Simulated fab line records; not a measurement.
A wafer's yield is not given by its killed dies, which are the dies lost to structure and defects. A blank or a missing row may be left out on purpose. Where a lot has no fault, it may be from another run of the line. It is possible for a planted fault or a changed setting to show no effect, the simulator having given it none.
Problem report, 8D (eight disciplines) form, completed by code ; flow berkeley_cmos170 ; the parts of the form that need people (team, actions taken, sign-off) are left out

1. WHAT WENT WRONG
Wafers without a fault read 700 nm with a standard deviation of 3.3, while cd_nm at UCB170_M1_CD_MEAS_90 averages 714 nm across 2 wafers of 1 lot. Relative to the usual mean, that is a shift of +4.4 standard deviations.
The step: target cd 700 nm.
Seen first at day 8 22:37 on cd_sem-02, wafer L106.2. At this step, 39 wafers from 13 lots have a number in the record. Rule for "out" (also "out of limits"): further than 4 standard deviations from the usual mean. All remaining wafers that have a number are taken as sound.

2. WHAT THIS IS AND IS NOT
question;is;is not
which readings at this step;cd_nm;-
which lots;L106;L101, L103, L109, L112, L113, L115, L116, L118, L119, L997, L998, L999
which wafers of those lots;L106.2, L106.5;L106.4
read on which gauges;cd_sem-02;cd_sem-01
when;from day 8 22:37;"up to then (16 sound wafers); but 21 sound wafers of L109, L112, L113, L115, L116, L118, L119 came after"

3. SUSPECTS, AND WHAT RULES EACH OUT
Counting: any tool at a process step up to the reading remains a suspect provided it ran every lot that is out. Sound lots after the first of them don't rule it out here, since some wafers of a struck lot are sound.
- the gauge at UCB170_M1_CD_MEAS_90: ruled out. All the wafers that are out were read on cd_sem-02, but those of them that UCB170_M1_METAL_ETCH_12 has rows for are out there too, on other tools.
- plasma_asher-01 at UCB170_CONTACT_STRIP_06 (strips in O2): kept. It processed L106, the lot that is out, at day 8 18:39, and its most recent sound lot before then was L103 at day 8 05:06.
- plasma_asher-01 at UCB170_CONTACT_STRIP_19 (strips in O2): kept. It processed L106, the lot that is out, at day 8 20:20, and its most recent sound lot before then was L997 at day 7 00:53.
- rie_metal-02 at UCB170_M1_METAL_ETCH_12 (etches Al in Cl2/BCl3, stops on PSG, target depth 780 nm, time 130 s): kept. It processed L106, the lot that is out, at day 8 22:22, and its most recent sound lot before then was L101 at day 7 14:50. Its own readings are out on those wafers: oes_product_au, rf_fwd_power_W.
- plasma_asher-02 at UCB170_M1_STRIP_13 (strips in O2): kept. It processed L106, the lot that is out, at day 8 22:30, and its most recent sound lot before then was L998 at day 7 01:41.
- Within plasma_asher-01 at UCB170_CONTACT_STRIP_06: the wafers that are out ran in chamber 0; their sound lot-mates ran in chamber 1.
- Within plasma_asher-01 at UCB170_CONTACT_STRIP_19: the wafers that are out ran in chamber 0; their sound lot-mates ran in chamber 1.
- Within rie_metal-02 at UCB170_M1_METAL_ETCH_12: the wafers that are out ran in chamber 1; their sound lot-mates ran in chamber 0.
- Within plasma_asher-02 at UCB170_M1_STRIP_13: the wafers that are out ran in chamber 0; their sound lot-mates ran in chamber 1.
Left after counting: plasma_asher-01 at UCB170_CONTACT_STRIP_06, plasma_asher-01 at UCB170_CONTACT_STRIP_19, rie_metal-02 at UCB170_M1_METAL_ETCH_12, plasma_asher-02 at UCB170_M1_STRIP_13.

4. THE CAUSE (what the simulator had put in)
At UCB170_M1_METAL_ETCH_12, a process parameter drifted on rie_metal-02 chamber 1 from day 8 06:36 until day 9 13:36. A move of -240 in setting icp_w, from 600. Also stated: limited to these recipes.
Counting leaves 4 suspects; this tool is one of them.

5. SEQUENCE OF EFFECTS, ordered by route
Rows list readings where the struck wafers' mean (over those with a number) sits beyond 3 standard deviations from the usual. Readings are gone through only where the record gives a usual standard deviation; hours: the median, over the lots, of the time from a lot's start at the first step in this table giving one to that lot's start at this step; sigmas: the change measured in usual standard deviations.
hours;step;reading;usual;on struck wafers;change;sigmas
0;UCB170_M1_METAL_ETCH_12;oes_product_au;0.847 a.u.;0.762;-0.085;-7.7
0;UCB170_M1_METAL_ETCH_12;rf_fwd_power_W;596.3 W;355.0;-241.3;-99 or more
0;UCB170_M1_CD_MEAS_90;cd_nm;700 nm;714;+14;+4.4
Here are the process steps it includes:
- UCB170_M1_METAL_ETCH_12: etches Al in Cl2/BCl3, stops on PSG, target depth 780 nm, time 130 s.

6. WHAT WOULD HAVE CAUGHT IT SOONER
16 hours passed between the start of the fault at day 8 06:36 and the first reading out of limits at a measuring or inspecting step in this record, taken at day 8 22:37.
At UCB170_M1_METAL_ETCH_12, the tool's own readings (oes_product_au, rf_fwd_power_W) were out on each struck wafer the step has a row for, so an alarm limit on them would have fired on the first such wafer.
All the lots that are out (1) had begun UCB170_M1_METAL_ETCH_12 on rie_metal-02 by day 8 22:37. A hold on the tool at that time would have spared none of them.
